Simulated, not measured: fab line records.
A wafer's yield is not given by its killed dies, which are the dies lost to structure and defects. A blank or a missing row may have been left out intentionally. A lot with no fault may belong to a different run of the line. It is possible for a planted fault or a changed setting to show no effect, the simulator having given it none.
Which of the tools did it? ; flow rit_cmos ; Sampling: 14 lots, 42 wafers, 3 of 202 route steps

== WHAT THE GAUGES SHOWED, per wafer ==
RIT_NSD_TW_MEAS_10. Usual: for NSD_TW the level is 3084 and the standard deviation is 21.
lot;measured;on;NSD_TW;flag
L866;day 2 22:50;film_metro-02;3078 3084 3089;
L868;day 3 10:16;film_metro-03;3073 3072 3074;
L869;day 3 15:11;film_metro-02;3093 3074 3069;
L870;day 3 20:57;film_metro-03;3087 3064 3078;
L871;day 4 01:43;film_metro-01;3075 3086 3061;
L872;day 4 04:38;film_metro-03;3102 3114 3104;
L876;day 5 01:24;film_metro-01;3009 3009 3005;OFF
L877;day 5 06:18;film_metro-03;3001 3015 2997;OFF
L881;day 6 05:36;film_metro-03;3097 3089 3097;
L882;day 6 07:46;film_metro-03;3112 3109 3092;
L883;day 6 13:00;film_metro-03;3110 3114 3111;
L884;day 6 19:32;film_metro-02;3066 3074 3061;
L887;day 7 12:06;film_metro-03;3127 3107 3099;
L888;day 7 14:40;film_metro-01;3062 3051 3067;

RIT_SDANNEAL_RS_MEAS_05: the measuring method here is four-point-probe. Usual: for NSD_RS the level is 85.23 ohm/sq and the standard deviation is 0.26.
lot;measured;on;NSD_RS (ohm/sq);flag
L866;day 3 00:56;film_metro-01;85.26 84.88 84.76;
L868;day 3 12:26;film_metro-02;85.42 85.70 85.65;
L869;day 3 17:20;film_metro-02;85.25 85.09 85.16;
L870;day 3 23:07;film_metro-01;85.43 85.44 85.42;
L871;day 4 03:46;film_metro-03;85.40 85.24 85.44;
L872;day 4 06:52;film_metro-02;85.34 85.23 85.29;
L876;day 5 03:37;film_metro-03;86.30 86.31 86.33;OFF
L877;day 5 08:23;film_metro-02;85.92 85.98 86.35;OFF
L881;day 6 07:47;film_metro-02;85.51 85.44 85.50;
L882;day 6 09:48;film_metro-03;85.12 85.33 85.20;
L883;day 6 15:02;film_metro-02;85.29 85.20 85.15;
L884;day 6 21:35;film_metro-03;84.96 85.38 85.04;
L887;day 7 14:08;film_metro-03;85.02 85.13 85.20;
L888;day 7 16:52;film_metro-02;85.22 85.33 85.46;

== EACH LOT AND THE TOOL THAT RAN IT (in order: tool; ch and the chambers of the sampled wafers; start) ==
lot;RIT_NSD_IMPLANT_08
L866;implanter-01 ch 0, day 2 22:31
L868;implanter-03 ch 0, day 3 09:56
L869;implanter-04 ch 0, day 3 14:52
L870;implanter-03 ch 0, day 3 20:38
L871;implanter-01 ch 0, day 4 01:26
L872;implanter-01 ch 0, day 4 04:19
L876;implanter-01 ch 0, day 5 01:06
L877;implanter-01 ch 0, day 5 05:59
L881;implanter-04 ch 0, day 6 05:16
L882;implanter-04 ch 0, day 6 07:28
L883;implanter-03 ch 0, day 6 12:41
L884;implanter-04 ch 0, day 6 19:13
L887;implanter-03 ch 0, day 7 11:47
L888;implanter-04 ch 0, day 7 14:21
- RIT_NSD_IMPLANT_08

== AS READ BY THE TOOLS THEMSELVES (means over the sampled wafers that have a number; for cases with no such wafer, the mark the record gives instead) ==
RIT_NSD_IMPLANT_08. Usual: beam_energy_keV reads 25.000 (standard deviation 0.0078).
lot;tool;beam_energy_keV;flag
L866;implanter-01;24.995;
L868;implanter-03;24.998;
L869;implanter-04;25.002;
L870;implanter-03;24.993;
L871;implanter-01;25.005;
L872;implanter-01;25.004;
L876;implanter-01;22.488;OFF
L877;implanter-01;22.492;OFF
L881;implanter-04;24.992;
L882;implanter-04;25.005;
L883;implanter-03;25.001;
L884;implanter-04;25.006;
L887;implanter-03;24.994;
L888;implanter-04;25.007;

== THE ANSWER, worked out from the rows above alone ==
Rule: take the mean of a lot's wafers that have a number; if it is more than 3 standard deviations from the usual mean, the lot is off. A lot without any number at a reading at which 4 lots or more have one is off too. Where the step has rows for the other lots, those lots are counted as sound. The gauges are gone through in route order, then the tools' own readings, and for those a lot's mean is taken as printed above. At the first step where some lot is off, the reading lying furthest off is the one used; lots without a number count as furthest.
Off: at RIT_NSD_TW_MEAS_10 (NSD_TW), L876, L877.
If a tool, at a process step before that reading, ran all the lots that are off and no sound lot after the first of them, it fits. The gauges at RIT_NSD_TW_MEAS_10 aren't tried: what is off there is off at RIT_NSD_IMPLANT_08 too, on other tools, and a gauge's error can't cause that. One fits: implanter-01 at RIT_NSD_IMPLANT_08. Its last sound lot is L872 (day 4 04:19), its first lot that is off L876 (day 5 01:06): a fault that began between those two fits.
On the lots that are off, the tool's own readings at RIT_NSD_IMPLANT_08 differ by more than 5 times the standard deviation of the sound lots' means, which bears it out; beam_energy_keV reads 22.490 there versus 25.000 on the sound lots.

== WHAT HAD BEEN PUT IN BY THE SIMULATOR ==
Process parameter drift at RIT_NSD_IMPLANT_08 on implanter-01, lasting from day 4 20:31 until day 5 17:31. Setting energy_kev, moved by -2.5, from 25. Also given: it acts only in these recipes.
Struck lots among those shown: L876, L877. The rule given above showed the same thing.
